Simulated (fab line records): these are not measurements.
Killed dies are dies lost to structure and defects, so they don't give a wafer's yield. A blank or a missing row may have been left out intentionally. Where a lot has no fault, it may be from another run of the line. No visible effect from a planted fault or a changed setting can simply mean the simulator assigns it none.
What tool caused it? || flow berkeley-cmos170 || Sampling: 15 lots, 45 wafers, 5 of 331 route steps

WHAT THE GAUGES READ, wafer by wafer
UCB170_PSD_OVL_MEAS_07.
{"lot": "L420", "measured": "day 6 12:35", "on": "overlay-02", "PSD_OVL (nm)": "-10 -11 -11"}
{"lot": "L421", "measured": "day 6 13:11", "on": "overlay-01", "PSD_OVL (nm)": "-2 0 -3"}
{"lot": "L422", "measured": "day 6 18:19", "on": "overlay-01", "PSD_OVL (nm)": "2 -2 -4"}
{"lot": "L423", "measured": "day 7 01:22", "on": "overlay-01", "PSD_OVL (nm)": "-1 -4 -8"}
{"lot": "L426", "measured": "day 7 20:38", "on": "overlay-01", "PSD_OVL (nm)": "-4 -7 0"}
{"lot": "L428", "measured": "day 8 11:10", "on": "overlay-01", "PSD_OVL (nm)": "0 -7 -8"}
{"lot": "L430", "measured": "day 8 21:56", "on": "overlay-02", "PSD_OVL (nm)": "-3 1 -9"}
{"lot": "L429", "measured": "day 8 22:10", "on": "overlay-01", "PSD_OVL (nm)": "-2 3 -3"}
{"lot": "L432", "measured": "day 9 09:11", "on": "overlay-02", "PSD_OVL (nm)": "-6 -3 -10"}
{"lot": "L433", "measured": "day 9 09:26", "on": "overlay-01", "PSD_OVL (nm)": "-14 -9 -9"}
{"lot": "L434", "measured": "day 9 13:38", "on": "overlay-01", "PSD_OVL (nm)": "-1 0 1"}
{"lot": "L437", "measured": "day 9 23:56", "on": "overlay-01", "PSD_OVL (nm)": "-9 -3 -4"}
{"lot": "L439", "measured": "day 10 21:11", "on": "overlay-02", "PSD_OVL (nm)": "-8 -5 -6"}
{"lot": "L441", "measured": "day 11 01:26", "on": "overlay-02", "PSD_OVL (nm)": "-4 -7 2"}
{"lot": "L443", "measured": "day 11 09:21", "on": "overlay-01", "PSD_OVL (nm)": "-6 -4 -11"}

UCB170_NSD_CD_MEAS_06: the cd target is 1200 nm.
{"lot": "L420", "measured": "day 6 15:12", "on": "cd-sem-01", "cd-nm (nm)": "1199.4 1199.9 1200.1"}
{"lot": "L421", "measured": "day 6 15:39", "on": "cd-sem-01", "cd-nm (nm)": "1201.4 1201.7 1201.1"}
{"lot": "L422", "measured": "day 6 19:46", "on": "cd-sem-02", "cd-nm (nm)": "1198.3 1199.1 1198.9"}
{"lot": "L423", "measured": "day 7 03:11", "on": "cd-sem-01", "cd-nm (nm)": "1200.6 1201.6 1201.6"}
{"lot": "L426", "measured": "day 7 22:05", "on": "cd-sem-01", "cd-nm (nm)": "1201.7 1200.3 1202.1"}
{"lot": "L428", "measured": "day 8 13:19", "on": "cd-sem-02", "cd-nm (nm)": "1201.0 1200.4 1202.3"}
{"lot": "L430", "measured": "day 9 02:08", "on": "cd-sem-01", "cd-nm (nm)": "1199.3 1198.8 1200.8"}
{"lot": "L429", "measured": "day 9 02:08", "on": "cd-sem-02", "cd-nm (nm)": "1199.6 1200.0 1199.7"}
{"lot": "L432", "measured": "day 9 10:58", "on": "cd-sem-02", "cd-nm (nm)": "1200.5 1199.4 1200.2"}
{"lot": "L433", "measured": "day 9 11:05", "on": "cd-sem-01", "cd-nm (nm)": "1200.9 1201.1 1201.2"}
{"lot": "L434", "measured": "day 9 15:07", "on": "cd-sem-02", "cd-nm (nm)": "1199.2 1202.2 1198.5"}
{"lot": "L437", "measured": "day 10 01:56", "on": "cd-sem-02", "cd-nm (nm)": "1200.5 1199.1 1198.9"}
{"lot": "L439", "measured": "day 11 00:50", "on": "cd-sem-01", "cd-nm (nm)": "1199.0 1199.4 1199.9"}
{"lot": "L441", "measured": "day 11 02:52", "on": "cd-sem-01", "cd-nm (nm)": "1199.2 1199.7 1199.5"}
{"lot": "L443", "measured": "day 11 10:43", "on": "cd-sem-02", "cd-nm (nm)": "1202.2 1201.0 1201.1"}

UCB170_NSD_OVL_MEAS_07.
{"lot": "L420", "measured": "day 6 15:19", "on": "overlay-02", "NSD_OVL (nm)": "-11 -6 -7"}
{"lot": "L421", "measured": "day 6 15:44", "on": "overlay-01", "NSD_OVL (nm)": "2 0 -1"}
{"lot": "L422", "measured": "day 6 19:53", "on": "overlay-01", "NSD_OVL (nm)": "2 1 -5"}
{"lot": "L423", "measured": "day 7 03:19", "on": "overlay-02", "NSD_OVL (nm)": "-9 -9 -5"}
{"lot": "L426", "measured": "day 7 22:13", "on": "overlay-01", "NSD_OVL (nm)": "-3 -2 3"}
{"lot": "L428", "measured": "day 8 13:25", "on": "overlay-02", "NSD_OVL (nm)": "-13 -14 -8"}
{"lot": "L430", "measured": "day 9 02:14", "on": "overlay-01", "NSD_OVL (nm)": "-2 2 -5"}
{"lot": "L429", "measured": "day 9 02:14", "on": "overlay-02", "NSD_OVL (nm)": "4 -5 -2"}
{"lot": "L432", "measured": "day 9 11:05", "on": "overlay-02", "NSD_OVL (nm)": "2 3 -4"}
{"lot": "L433", "measured": "day 9 11:11", "on": "overlay-01", "NSD_OVL (nm)": "-2 5 -3"}
{"lot": "L434", "measured": "day 9 15:14", "on": "overlay-01", "NSD_OVL (nm)": "2 1 -2"}
{"lot": "L437", "measured": "day 10 02:03", "on": "overlay-02", "NSD_OVL (nm)": "1 -3 5"}
{"lot": "L439", "measured": "day 11 00:57", "on": "overlay-01", "NSD_OVL (nm)": "6 -2 2"}
{"lot": "L441", "measured": "day 11 02:59", "on": "overlay-01", "NSD_OVL (nm)": "-1 -5 -6"}
{"lot": "L443", "measured": "day 11 10:50", "on": "overlay-02", "NSD_OVL (nm)": "-8 0 -12"}

UCB170_SDANNEAL_RS_MEAS_02: a four-point-probe measurement.
{"lot": "L420", "measured": "day 6 17:04", "on": "film-metro-04", "PSD_RS (ohm/sq)": "75.7 75.5 75.8"}
{"lot": "L421", "measured": "day 6 17:34", "on": "film-metro-01", "PSD_RS (ohm/sq)": "75.4 75.3 75.6"}
{"lot": "L422", "measured": "day 6 21:17", "on": "film-metro-03", "PSD_RS (ohm/sq)": "75.2 75.6 75.3"}
{"lot": "L423", "measured": "day 7 05:13", "on": "film-metro-04", "PSD_RS (ohm/sq)": "76.1 76.2 75.9"}
{"lot": "L426", "measured": "day 8 00:15", "on": "film-metro-03", "PSD_RS (ohm/sq)": "75.1 74.8 74.9"}
{"lot": "L428", "measured": "day 8 15:01", "on": "film-metro-01", "PSD_RS (ohm/sq)": "74.0 74.2 74.0 74.1 74.0 74.0"}
{"lot": "L430", "measured": "day 9 05:39", "on": "film-metro-04", "PSD_RS (ohm/sq)": "74.2 74.2 74.1 74.2 74.2 74.1"}
{"lot": "L429", "measured": "day 9 05:39", "on": "film-metro-03", "PSD_RS (ohm/sq)": "75.8 76.0 75.7"}
{"lot": "L432", "measured": "day 9 13:27", "on": "film-metro-03", "PSD_RS (ohm/sq)": "73.9 73.8 73.9 73.8 73.6 73.8"}
{"lot": "L433", "measured": "day 9 13:27", "on": "film-metro-01", "PSD_RS (ohm/sq)": "75.3 75.3 75.0"}
{"lot": "L434", "measured": "day 9 16:37", "on": "film-metro-04", "PSD_RS (ohm/sq)": "74.9 75.0 75.3"}
{"lot": "L437", "measured": "day 10 03:32", "on": "film-metro-01", "PSD_RS (ohm/sq)": "76.3 75.9 75.9"}
{"lot": "L439", "measured": "day 11 02:20", "on": "film-metro-04", "PSD_RS (ohm/sq)": "75.6 75.7 75.7"}
{"lot": "L441", "measured": "day 11 04:32", "on": "film-metro-03", "PSD_RS (ohm/sq)": "75.5 75.5 75.4"}
{"lot": "L443", "measured": "day 11 12:34", "on": "film-metro-04", "PSD_RS (ohm/sq)": "75.6 75.8 76.0"}

TOOL THAT RAN EACH LOT (tool first, then ch and the chambers of the sampled wafers, then the start)
{"lot": "L420", "UCB170_SDANNEAL_RTA_01": "rtp-anneal-02 ch 0, day 6 17:00"}
{"lot": "L421", "UCB170_SDANNEAL_RTA_01": "rtp-anneal-01 ch 0, day 6 17:29"}
{"lot": "L422", "UCB170_SDANNEAL_RTA_01": "rtp-anneal-01 ch 0, day 6 21:14"}
{"lot": "L423", "UCB170_SDANNEAL_RTA_01": "rtp-anneal-01 ch 0, day 7 05:09"}
{"lot": "L426", "UCB170_SDANNEAL_RTA_01": "rtp-anneal-02 ch 0, day 8 00:11"}
{"lot": "L428", "UCB170_SDANNEAL_RTA_01": "rtp-anneal-01 ch 0, day 8 14:57"}
{"lot": "L430", "UCB170_SDANNEAL_RTA_01": "rtp-anneal-01 ch 0, day 9 05:35"}
{"lot": "L429", "UCB170_SDANNEAL_RTA_01": "rtp-anneal-02 ch 0, day 9 05:35"}
{"lot": "L432", "UCB170_SDANNEAL_RTA_01": "rtp-anneal-01 ch 0, day 9 13:23"}
{"lot": "L433", "UCB170_SDANNEAL_RTA_01": "rtp-anneal-02 ch 0, day 9 13:23"}
{"lot": "L434", "UCB170_SDANNEAL_RTA_01": "rtp-anneal-02 ch 0, day 9 16:34"}
{"lot": "L437", "UCB170_SDANNEAL_RTA_01": "rtp-anneal-02 ch 0, day 10 03:29"}
{"lot": "L439", "UCB170_SDANNEAL_RTA_01": "rtp-anneal-02 ch 0, day 11 02:16"}
{"lot": "L441", "UCB170_SDANNEAL_RTA_01": "rtp-anneal-02 ch 0, day 11 04:28"}
{"lot": "L443", "UCB170_SDANNEAL_RTA_01": "rtp-anneal-02 ch 0, day 11 12:29"}
- UCB170_SDANNEAL_RTA_01: time 5 s.

AS READ BY THE TOOLS THEMSELVES (means over the sampled wafers that have a number; for cases with no such wafer, the mark the record gives instead)
UCB170_SDANNEAL_RTA_01.
{"lot": "L420", "tool": "rtp-anneal-02", "lamp-power-pct (%)": 30.0, "wafer_temp_C_max": 1055.3}
{"lot": "L421", "tool": "rtp-anneal-01", "lamp-power-pct (%)": 35.1, "wafer_temp_C_max": 1056.3}
{"lot": "L422", "tool": "rtp-anneal-01", "lamp-power-pct (%)": 35.1, "wafer_temp_C_max": 1056.1}
{"lot": "L423", "tool": "rtp-anneal-01", "lamp-power-pct (%)": 35.2, "wafer_temp_C_max": 1056.0}
{"lot": "L426", "tool": "rtp-anneal-02", "lamp-power-pct (%)": 30.1, "wafer_temp_C_max": 1055.1}
{"lot": "L428", "tool": "rtp-anneal-01", "lamp-power-pct (%)": 35.2, "wafer_temp_C_max": 1056.7}
{"lot": "L430", "tool": "rtp-anneal-01", "lamp-power-pct (%)": 35.2, "wafer_temp_C_max": 1056.9}
{"lot": "L429", "tool": "rtp-anneal-02", "lamp-power-pct (%)": 30.0, "wafer_temp_C_max": 1056.0}
{"lot": "L432", "tool": "rtp-anneal-01", "lamp-power-pct (%)": 35.1, "wafer_temp_C_max": 1056.6}
{"lot": "L433", "tool": "rtp-anneal-02", "lamp-power-pct (%)": 30.0, "wafer_temp_C_max": 1054.5}
{"lot": "L434", "tool": "rtp-anneal-02", "lamp-power-pct (%)": 30.0, "wafer_temp_C_max": 1055.3}
{"lot": "L437", "tool": "rtp-anneal-02", "lamp-power-pct (%)": 30.0, "wafer_temp_C_max": 1055.0}
{"lot": "L439", "tool": "rtp-anneal-02", "lamp-power-pct (%)": 30.1, "wafer_temp_C_max": 1055.1}
{"lot": "L441", "tool": "rtp-anneal-02", "lamp-power-pct (%)": 30.0, "wafer_temp_C_max": 1054.6}
{"lot": "L443", "tool": "rtp-anneal-02", "lamp-power-pct (%)": 30.1, "wafer_temp_C_max": 1055.4}

THE ANSWER, worked out from the rows above alone
Rule: what is usual is taken from the lots themselves. Put in order of their means at a reading, lots are off if they are a third of the lots or fewer, leave a main group of 4 or more, and stand apart from it by a gap of 3 or more times the standard deviation of the main group's means; of several such gaps the widest counts. A main group whose means are all the same, to the digits that the tables above print for the reading, isn't used. A lot without any number at a reading at which 4 lots or more have one is off too. The other lots that the step has rows for count as sound. The gauges are gone through in route order, then the tools' own readings, and for those a lot's mean is taken as printed above. The first step at which some lot is off is used, and at that step the reading that is off furthest; a lot without a number counts as furthest.
Nothing can be told from this: no lot is off at any reading shown.

WHAT WAS PUT IN BY THE SIMULATOR
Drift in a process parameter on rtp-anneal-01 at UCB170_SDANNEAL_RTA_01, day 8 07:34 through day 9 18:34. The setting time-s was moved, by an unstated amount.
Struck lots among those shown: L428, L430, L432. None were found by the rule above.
